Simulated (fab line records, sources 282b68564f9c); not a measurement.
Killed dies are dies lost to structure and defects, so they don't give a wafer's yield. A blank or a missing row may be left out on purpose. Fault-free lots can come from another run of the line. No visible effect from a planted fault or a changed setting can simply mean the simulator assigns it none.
Which tool was responsible? -- flow rit-cmos -- 42 wafers from 14 lots sampled at 5 of the route's 202 steps

WHAT THE GAUGES SHOWED, per wafer
RIT_FOX2_THK_MEAS_90.
lot,measured,on,FIELD_OXIDE_LEFT_1_THK (nm)
L249,day 1 23:38,film-metro-04,315 320 322
L250,day 2 03:13,film-metro-01,313 309 319
L251,day 2 06:44,film-metro-02,316 315 316
L252,day 2 10:42,film-metro-02,330 323 322
L253,day 2 16:41,film-metro-04,323 316 318
L254,day 2 20:13,film-metro-04,320 323 319
L255,day 3 02:44,film-metro-01,327 324 329
L257,day 3 12:05,film-metro-02,324 318 321
L258,day 3 17:09,film-metro-02,325 329 328
L259,day 3 23:21,film-metro-04,313 313 314
L260,day 4 02:23,film-metro-02,325 333 327
L261,day 4 07:12,film-metro-02,329 332 333
L265,day 5 04:02,film-metro-02,329 329 322
L266,day 5 08:13,film-metro-02,314 323 312

RIT_CONTACT_CD_MEAS_08 targets a cd of 1000 nm.
lot,measured,on,cd-nm (nm)
L249,day 3 09:07,cd-sem-02,998.6 1000.4 998.8
L250,day 3 13:18,cd-sem-02,999.6 997.5 998.8
L251,day 3 14:40,cd-sem-01,998.2 998.8 998.9
L252,day 3 20:46,cd-sem-02,998.8 999.9 1000.9
L253,day 4 00:25,cd-sem-02,996.0 997.9 1000.1
L254,day 4 06:49,cd-sem-02,999.3 1000.9 998.5
L255,day 4 10:15,cd-sem-02,1002.5 1005.4 1003.5
L257,day 4 20:13,cd-sem-02,997.6 994.2 995.6
L258,day 5 02:46,cd-sem-02,1001.0 1000.3 1000.8
L259,day 5 06:08,cd-sem-01,998.9 1000.3 1000.6
L260,day 5 10:26,cd-sem-02,997.9 996.7 996.5
L261,day 5 15:28,cd-sem-02,1004.6 1003.6 1005.3
L265,day 6 11:29,cd-sem-01,981.6 980.0 982.3
L266,day 6 19:07,cd-sem-02,980.5 979.0 980.4

RIT_M1_BOW_MEAS_16.
lot,measured,on,M1_BOW (um)
L249,day 3 14:20,film-metro-03,26 20 29
L250,day 3 18:46,film-metro-04,9 19 12
L251,day 3 20:15,film-metro-01,17 18 20
L252,day 4 02:58,film-metro-04,15 16 20
L253,day 4 05:35,film-metro-01,17 17 21
L254,day 4 11:51,film-metro-04,17 13 13
L255,day 4 16:34,film-metro-01,18 27 16
L257,day 5 01:25,film-metro-03,15 18 16
L258,day 5 08:00,film-metro-01,18 18 12
L259,day 5 12:33,film-metro-04,24 20 14
L260,day 5 15:40,film-metro-01,24 20 19
L261,day 5 20:36,film-metro-04,13 13 13
L265,day 6 16:44,film-metro-01,12 25 15
L266,day 7 00:19,film-metro-03,12 12 23

EACH LOT AND THE TOOL THAT RAN IT (in order: tool; ch and the chambers of the sampled wafers; start)
lot,RIT_CONTACT_CVD_00,RIT_CONTACT_DEVELOP_07
L249,"pecvd-04 ch 0,1,2, day 3 08:02","litho-track-04 ch 0, day 3 08:00"
L250,"pecvd-02 ch 0,1, day 3 12:05","litho-track-04 ch 0, day 3 13:00"
L251,"pecvd-01 ch 1,2, day 3 13:26","litho-track-03 ch 0, day 3 14:00"
L252,"pecvd-04 ch 0,1,2, day 3 19:40","litho-track-02 ch 0, day 3 20:00"
L253,"pecvd-02 ch 0,2, day 3 23:19","litho-track-04 ch 0, day 4 00:00"
L254,"pecvd-01 ch 0,2, day 4 05:34","litho-track-04 ch 0, day 4 06:00"
L255,"pecvd-04 ch 0,1,2, day 4 08:51","litho-track-02 ch 0, day 4 10:00"
L257,"pecvd-01 ch 0,1,2, day 4 19:01","litho-track-04 ch 0, day 4 19:00"
L258,"pecvd-04 ch 0,1,2, day 5 01:33","litho-track-03 ch 0, day 5 02:00"
L259,"pecvd-02 ch 1,2, day 5 04:56","litho-track-03 ch 0, day 5 05:00"
L260,"pecvd-01 ch 0,1,2, day 5 09:21","litho-track-03 ch 0, day 5 10:00"
L261,"pecvd-04 ch 0,1,2, day 5 14:22","litho-track-04 ch 0, day 5 15:00"
L265,"pecvd-02 ch 1,2, day 6 10:11","litho-track-03 ch 0, day 6 11:00"
L266,"pecvd-01 ch 0,2, day 6 17:52","litho-track-03 ch 0, day 6 18:00"
- RIT_CONTACT_CVD_00: deposits SiO2 from TEOS, target thk 400 nm, time 61 s.
- RIT_CONTACT_DEVELOP_07: develop time 120 s.

AS READ BY THE TOOLS THEMSELVES (means over the sampled wafers that have a number; for cases with no such wafer, the mark the record gives instead)
RIT_CONTACT_CVD_00.
lot,tool,heater-power-w (W)
L249,pecvd-04,302
L250,pecvd-02,333
L251,pecvd-01,289
L252,pecvd-04,284
L253,pecvd-02,317
L254,pecvd-01,246
L255,pecvd-04,306
L257,pecvd-01,267
L258,pecvd-04,309
L259,pecvd-02,328
L260,pecvd-01,301
L261,pecvd-04,280
L265,pecvd-02,307
L266,pecvd-01,267

RIT_CONTACT_DEVELOP_07.
lot,tool,developer-temp-C (C)
L249,litho-track-04,23.04
L250,litho-track-04,23.01
L251,litho-track-03,23.08
L252,litho-track-02,23.06
L253,litho-track-04,22.95
L254,litho-track-04,23.06
L255,litho-track-02,23.08
L257,litho-track-04,23.03
L258,litho-track-03,22.94
L259,litho-track-03,23.14
L260,litho-track-03,23.11
L261,litho-track-04,23.04
L265,litho-track-03,23.03
L266,litho-track-03,22.95

THE ANSWER, worked out from the rows above alone
Rule: the usual values come from the lots themselves. Put in order of their means at a reading, lots are off if they are a third of the lots or fewer, leave a main group of 4 or more, and stand apart from it by a gap of 3 or more times the standard deviation of the main group's means; of several such gaps the widest counts. A main group is skipped when, at the precision printed for the reading in the tables above, its means are all equal. A lot without any number at a reading at which 4 lots or more have one is off too. The other lots that the step has rows for count as sound. The gauges are gone through in route order, then the tools' own readings, and for those a lot's mean is taken as printed above. The first step at which some lot is off is used, and at that step the reading that is off furthest; a lot without a number counts as furthest.
Off at RIT_CONTACT_CD_MEAS_08 (cd-nm): L265, L266. The main group has a mean of 999.6 nm with a standard deviation of 2.4.
If a tool, at a process step before that reading, ran all the lots that are off and no sound lot after the first of them, it fits. Those tools and the gauges at RIT_CONTACT_CD_MEAS_08 are tried in the same way. One fits: litho-track-03 at RIT_CONTACT_DEVELOP_07. A fault onset in the window from L260 (day 5 10:00, its last sound lot) to L265 (day 6 11:00, its first lot off) fits.

WHAT THE SIMULATOR HAD PUT IN
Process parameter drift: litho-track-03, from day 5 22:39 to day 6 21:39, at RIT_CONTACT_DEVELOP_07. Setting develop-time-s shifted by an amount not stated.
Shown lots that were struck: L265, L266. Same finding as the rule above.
